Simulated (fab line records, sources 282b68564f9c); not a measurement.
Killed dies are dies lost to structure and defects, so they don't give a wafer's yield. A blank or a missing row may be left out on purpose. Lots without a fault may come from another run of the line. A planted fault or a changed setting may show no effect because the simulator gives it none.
fab line records | flow rit_cmos
record lots=7 wafers=21 last_day=7
route steps=202 shown WELLDRIVE@50 NWELL@51 PWELL@52 NRETRO@53 PRETRO@64 GATE@75
lots that met no fault: from a run of the same line without faults
start_h: hours from the record's first day to the start of the lot's first wafer shown | wait_h: hours since the lot's step before | " the same as in the row above | L1.1+2: a row that stands for several wafers | - no value, or no start given | * or withheld: withheld | < > ~ a bound
route shown NAME@n: a module of which the file shows steps, and the number in the route of the first | usual: mean/standard deviation of fault-free wafers | same: alike in all rows | chamber/n: place in a boat | sites: the reading at each site | _std_site: their standard deviation | _edge_site: outer sites' mean less inner sites' | radius_mm: how far each site lies from the wafer's centre | mask NAME#n: copy n | behind: the tool/chamber that last shaped the wafer | hold: why the lot was held/for how many hours/how that ended | device: the transistor (n, p or np) that didn't switch | end of line: the same wafers' tests at the end of the route | a step without rows: its recipe alone | killed: dies lost to structure and defects at the first sort, not the wafer's yield | map: a wafer's dies, x killed, . not, _ none there
set.NAME: the setting as run; set.NAME@STEP: as run at that earlier step | model.NAME: the simulator's own value behind a step, which no gauge read
lots at some steps of the route; a table a step, a row a wafer
services: from which hour (start_h, from the record's first day; less than 0 if before it) a tool's chamber was out of use, for how many hours, and why
## steps
# step RIT_WELLDRIVE_ANNEAL_00
# recipe temp_c=1100 time_s=14700 ambient=N2
# step RIT_WELLDRIVE_RS_MEAS_01
# recipe thk_meas_gauge=four-point-probe
# usual NWELL_RS=275.5/0.82
# columns lot.wafer tool chamber start_h wait_h NWELL_RS[ohm/sq]
L165.1 film_metro-04 - 28.58 0.0 276.7
L165.2 " - " " 276.8
L165.6 " - " " 276.7
L167.1 film_metro-04 - 37.89 0.0 275.9
L167.2 " - " " 275.6
L167.4 " - " " 275.4
L170.2 film_metro-02 - 54.46 0.0 275.4
L170.4 " - " " 275.6
L170.5 " - " " 274.8
L171.1 film_metro-04 - 60.10 0.0 275.6
L171.3 " - " " 276.1
L171.4 " - " " 275.5
L172.2 film_metro-04 - 66.64 0.0 274.3
L172.3 " - " " 275.8
L172.4 " - " " 274.8
L185.2 film_metro-01 - 128.51 0.0 274.5
L185.4 " - " " 274.0
L185.6 " - " " 273.6
L187.1 film_metro-01 - 137.69 0.0 275.3
L187.2 " - " " 275.2
L187.3 " - " " 275.6
# step RIT_WELLDRIVE_RS_MEAS_02
# recipe thk_meas_gauge=four-point-probe
# usual PWELL_RS=429.6/1.2
# columns lot.wafer tool chamber start_h wait_h PWELL_RS[ohm/sq]
L165.1 film_metro-04 - 28.70 0.1 429.1
L165.2 " - " " 427.2
L165.6 " - " " 428.0
L167.1 film_metro-04 - 38.01 0.1 428.6
L167.2 " - " " 428.9
L167.4 " - " " 428.4
L170.2 film_metro-02 - 54.58 0.1 429.4
L170.4 " - " " 428.8
L170.5 " - " " 429.5
L171.1 film_metro-04 - 60.22 0.1 428.8
L171.3 " - " " 429.4
L171.4 " - " " 428.7
L172.2 film_metro-04 - 66.76 0.1 429.2
L172.3 " - " " 429.2
L172.4 " - " " 429.9
L185.2 film_metro-01 - 128.63 0.1 430.2
L185.4 " - " " 430.1
L185.6 " - " " 429.7
L187.1 film_metro-01 - 137.81 0.1 430.6
L187.2 " - " " 429.9
L187.3 " - " " 430.4
# step RIT_NRETRO_HMDS_00
# recipe prime_time_s=60 prime_temp_c=140
# step RIT_NRETRO_COAT_01
# recipe resist=NOVOLAK spin_rpm=2000 resist_thk_nm=1300
# step RIT_NRETRO_SOFTBAKE_02
# recipe resist=NOVOLAK temp_c=90 time_s=60
# step RIT_NRETRO_EXPOSE_03
# recipe mask_id=M4 na=0.57 target_cd_nm=43900 dose_mj=250
# step RIT_NRETRO_PEB_04
# recipe resist=NOVOLAK temp_c=withheld time_s=withheld
# step RIT_NRETRO_DEVELOP_05
# recipe resist=NOVOLAK develop_time_s=68 dev_temp_c=23
# step RIT_NRETRO_OVL_MEAS_06
# usual NRETRO_OVL=-0.1/1.5
# columns lot.wafer tool chamber start_h wait_h NRETRO_OVL[nm]
L165.1 overlay-02 - 29.82 - -1.0
L165.2 " - " " -0.6
L165.6 " - " " -2.3
L167.1 overlay-02 - 39.13 - 0.3
L167.2 " - " " 1.5
L167.4 " - " " 0.6
L170.2 overlay-01 - 55.72 - 1.9
L170.4 " - " " 1.3
L170.5 " - " " 0.3
L171.1 overlay-02 - 61.37 - 0.8
L171.3 " - " " 1.0
L171.4 " - " " 0.9
L172.2 overlay-02 - 67.87 - -0.1
L172.3 " - " " -0.1
L172.4 " - " " 1.4
L185.2 overlay-01 - 129.62 - -0.9
L185.4 " - " " 1.4
L185.6 " - " " 0.0
L187.1 overlay-02 - 138.81 - -0.4
L187.2 " - " " -2.0
L187.3 " - " " 0.8
# step RIT_NRETRO_HARDBAKE_07
# recipe resist=NOVOLAK temp_c=140 time_s=120
# step RIT_NRETRO_IMPLANT_08
# recipe species=P energy_kev=70 dose_cm2=1e+13 tilt_deg=7
# step RIT_NRETRO_STRIP_09
# recipe chemistry=O2 time_s=180 resist=NOVOLAK platen_temp_c=withheld power_w=500 pressure_mtorr=4000 o2_flow_sccm=4000
# usual chamber_pressure_mTorr=4000/4.1 drypump_motor_current_A=6.1/0.59 rf_refl_power_W=7.0/1.2
# columns lot.wafer tool chamber start_h wait_h chamber_pressure_mTorr drypump_motor_current_A rf_hours_counter_h rf_refl_power_W model.NOVOLAK_of_NRETRO_COAT_01.thk_nm
L165.1 plasma_asher-04 0 30.26 0.1 3995 5.9 24 8.1 0
L165.2 " 1 " " 4003 6.6 24 5.9 0
L165.6 " 1 " " 4002 6.6 - 5.7 0
L167.1 plasma_asher-03 1 39.57 0.1 4003 5.7 43 7.9 0
L167.2 " 0 " " 3998 6.3 43 8.2 0
L167.4 " 1 " " 3999 5.8 - 8.1 0
L170.2 plasma_asher-02 0 56.15 0.1 - - - - 1143
L170.4 " 1 " " - - - - 1142
L170.5 " 1 " " - - - - 1142
L171.1 plasma_asher-04 1 61.81 0.1 - - - - 1139
L171.3 " 0 " " - - - - 1138
L171.4 " 1 " " - - - - 1136
L172.2 plasma_asher-04 0 68.30 0.1 - - - - 1139
L172.3 " 0 " " - - - - 1139
L172.4 " 1 " " - - - - 1140
L185.2 plasma_asher-04 0 130.05 0.1 4002 5.9 33 8.1 0
L185.4 " 1 " " 3994 6.6 - 5.8 0
L185.6 " 1 " " 4003 6.6 - 5.7 0
L187.1 plasma_asher-03 1 139.24 0.1 3993 5.8 2 8.2 0
L187.2 " 0 " " 4000 6.3 2 8.2 0
L187.3 " 1 " " 4005 5.7 - 8.0 0
# step RIT_NRETRO_TW_MEAS_10
# usual NRETRO_TW=1048/9.5
# columns lot.wafer tool chamber start_h wait_h NRETRO_TW
L165.1 film_metro-03 - 30.43 0.1 1050
L165.2 " - " " 1051
L165.6 " - " " 1052
L167.1 film_metro-02 - 39.74 0.1 1044
L167.2 " - " " 1045
L167.4 " - " " 1039
L170.2 film_metro-02 - 56.33 0.1 1046
L170.4 " - " " 1045
L170.5 " - " " 1042
L171.1 film_metro-02 - 61.98 0.1 1037
L171.3 " - " " 1037
L171.4 " - " " 1038
L172.2 film_metro-02 - 68.49 0.1 1040
L172.3 " - " " 1037
L172.4 " - " " 1038
L185.2 film_metro-01 - 130.23 0.1 1061
L185.4 " - " " 1057
L185.6 " - " " 1057
L187.1 film_metro-03 - 139.42 0.1 1044
L187.2 " - " " 1045
L187.3 " - " " 1040
# step RIT_PRETRO_HMDS_00
# recipe prime_time_s=60 prime_temp_c=140
# step RIT_PRETRO_COAT_01
# recipe resist=NOVOLAK spin_rpm=2000 resist_thk_nm=1300
# step RIT_PRETRO_SOFTBAKE_02
# recipe resist=NOVOLAK temp_c=90 time_s=60
# step RIT_PRETRO_EXPOSE_03
# recipe mask_id=M5 na=0.57 target_cd_nm=43700 dose_mj=250
# step RIT_PRETRO_PEB_04
# recipe resist=NOVOLAK temp_c=withheld time_s=withheld
# step RIT_PRETRO_DEVELOP_05
# recipe resist=NOVOLAK develop_time_s=68 dev_temp_c=23
# step RIT_PRETRO_OVL_MEAS_06
# usual PRETRO_OVL=0.0/1.5
# columns lot.wafer tool chamber start_h wait_h PRETRO_OVL[nm]
L165.1 overlay-02 - 31.37 - -2.0
L165.2 " - " " 0.7
L165.6 " - " " -2.0
L167.1 overlay-01 - 40.68 - 0.0
L167.2 " - " " -2.1
L167.4 " - " " 0.0
L170.2 overlay-02 - 57.27 - -1.2
L170.4 " - " " 0.1
L170.5 " - " " -0.2
L171.1 overlay-02 - 63.05 - 0.5
L171.3 " - " " -0.2
L171.4 " - " " -1.5
L172.2 overlay-02 - 69.67 - -0.3
L172.3 " - " " 1.3
L172.4 " - " " -0.6
L185.2 overlay-02 - 131.47 - -1.0
L185.4 " - " " -0.6
L185.6 " - " " -2.5
L187.1 overlay-01 - 140.36 - 0.4
L187.2 " - " " -0.6
L187.3 " - " " 1.4
# step RIT_PRETRO_HARDBAKE_07
# recipe resist=NOVOLAK temp_c=140 time_s=120
# step RIT_PRETRO_IMPLANT_08
# recipe species=B energy_kev=45 dose_cm2=1.2e+13 tilt_deg=7
# step RIT_PRETRO_STRIP_09
# recipe chemistry=O2 time_s=180 resist=NOVOLAK platen_temp_c=withheld power_w=500 pressure_mtorr=4000 o2_flow_sccm=4000
# usual chamber_pressure_mTorr=4000/3.4 drypump_motor_current_A=6.0/0.49 rf_refl_power_W=7.3/1
# columns lot.wafer tool chamber start_h wait_h chamber_pressure_mTorr drypump_motor_current_A rf_hours_counter_h rf_refl_power_W
L165.1 plasma_asher-02 1 31.81 0.1 4003 4.9 35 7.0
L165.2 " 0 " " 3994 6.8 35 5.2
L165.6 " 1 " " 3997 5.0 - 6.9
L167.1 plasma_asher-03 0 41.12 0.1 3996 6.3 43 8.2
L167.2 " 1 " " 4005 5.8 43 8.2
L167.4 " 1 " " 3996 5.8 - 8.1
L170.2 plasma_asher-01 1 57.70 0.1 4004 6.0 39 6.8
L170.4 " 1 " " 4000 6.0 - 6.8
L170.5 " 0 " " 4001 6.1 - 8.4
L171.1 plasma_asher-03 0 63.48 0.1 3998 6.3 45 7.9
L171.3 " 1 " " 3998 5.8 - 8.0
L171.4 " 0 " " 4005 6.4 - 8.0
L172.2 plasma_asher-02 0 70.10 0.1 3999 6.8 39 5.1
L172.3 " 0 " " 3993 6.8 - 5.1
L172.4 " 1 " " 3996 4.9 - 7.1
L185.2 plasma_asher-01 0 131.90 0.1 4001 6.1 48 8.3
L185.4 " 1 " " 3999 6.0 - 6.7
L185.6 " 1 " " 4002 6.0 - 6.9
L187.1 plasma_asher-03 1 140.79 0.1 4000 5.8 2 8.2
L187.2 " 0 " " 4001 6.4 2 8.0
L187.3 " 1 " " 4000 5.8 - 8.1
# step RIT_PRETRO_TW_MEAS_10
# usual PRETRO_TW=475/4.5
# columns lot.wafer tool chamber start_h wait_h PRETRO_TW
L165.1 film_metro-02 - 31.98 0.1 472
L165.2 " - " " 472
L165.6 " - " " 472
L167.1 film_metro-04 - 41.29 0.1 482
L167.2 " - " " 483
L167.4 " - " " 480
L170.2 film_metro-02 - 57.88 0.1 30
L170.4 " - " " 30
L170.5 " - " " 30
L171.1 film_metro-04 - 63.66 0.1 30
L171.3 " - " " 30
L171.4 " - " " 30
L172.2 film_metro-04 - 70.28 0.1 30
L172.3 " - " " 30
L172.4 " - " " 30
L185.2 film_metro-04 - 132.09 0.1 477
L185.4 " - " " 479
L185.6 " - " " 475
L187.1 film_metro-03 - 140.97 0.1 473
L187.2 " - " " 474
L187.3 " - " " 472
# step RIT_GATE_WET_ETCH_00
# recipe chemistry=BOE target=SiO2 target_depth_nm=56 time_s=60 dry=n2_spin dilution=10:1 temp_c=21.5
## services
# columns tool chamber start_h hours kind
plasma_asher-02 - 50.39 3.1 repair
plasma_asher-04 - 78.37 17.6 repair
plasma_asher-03 - 108.75 9.0 pm
plasma_asher-03 0 108.75 9.0 vent_cycle
plasma_asher-03 1 108.75 9.0 vent_cycle
plasma_asher-02 - 111.69 0.8 repair
plasma_asher-03 0 117.75 - clean
plasma_asher-03 1 117.75 - clean
plasma_asher-01 - 122.12 4.2 pm
## key
first_sign step=RIT_NRETRO_STRIP_09 reading=tool_record direction=missing
effect step=RIT_PRETRO_TW_MEAS_10 reading=PRETRO_TW direction=down sigmas=99 usual=475 struck=30
model_effect step=RIT_NRETRO_STRIP_09 value=NOVOLAK_of_NRETRO_COAT_01.thk_nm without=0 struck=1140
met_at RIT_NRETRO_STRIP_09
struck_wafers L170.2,L170.4,L170.5,L171.1,L171.3,L171.4,L172.2,L172.3,L172.4
later_rows_left_out L170.2,L170.4,L170.5,L171.1,L171.3,L171.4,L172.2,L172.3,L172.4
sort_left_out L170.2,L170.4,L170.5,L171.1,L171.3,L171.4,L172.2,L172.3,L172.4
tester_left_out L170,L171,L172
onset_between 30.26 56.15
fault kind=skipped_step_whole tool=plasma_asher-02,plasma_asher-04 chamber=- onset_h=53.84 steps=RIT_NRETRO_STRIP_09 scope=struck_lots_only
# tester_left_out: of these lots the tester's yield and bins aren't shown, on N5 and GAA mostly nor the transistor test; their killed dies are dies lost to structure and defects alone, not to doping, threshold or leakage, so they don't give the yield
# sort_left_out: the simulated sort isn't trusted on such a fault, so these wafers' sort isn't shown, and their yield isn't known
# later_rows_left_out: the simulator's readings of these wafers behind a module that went badly wrong aren't trusted and aren't shown, but for the sort
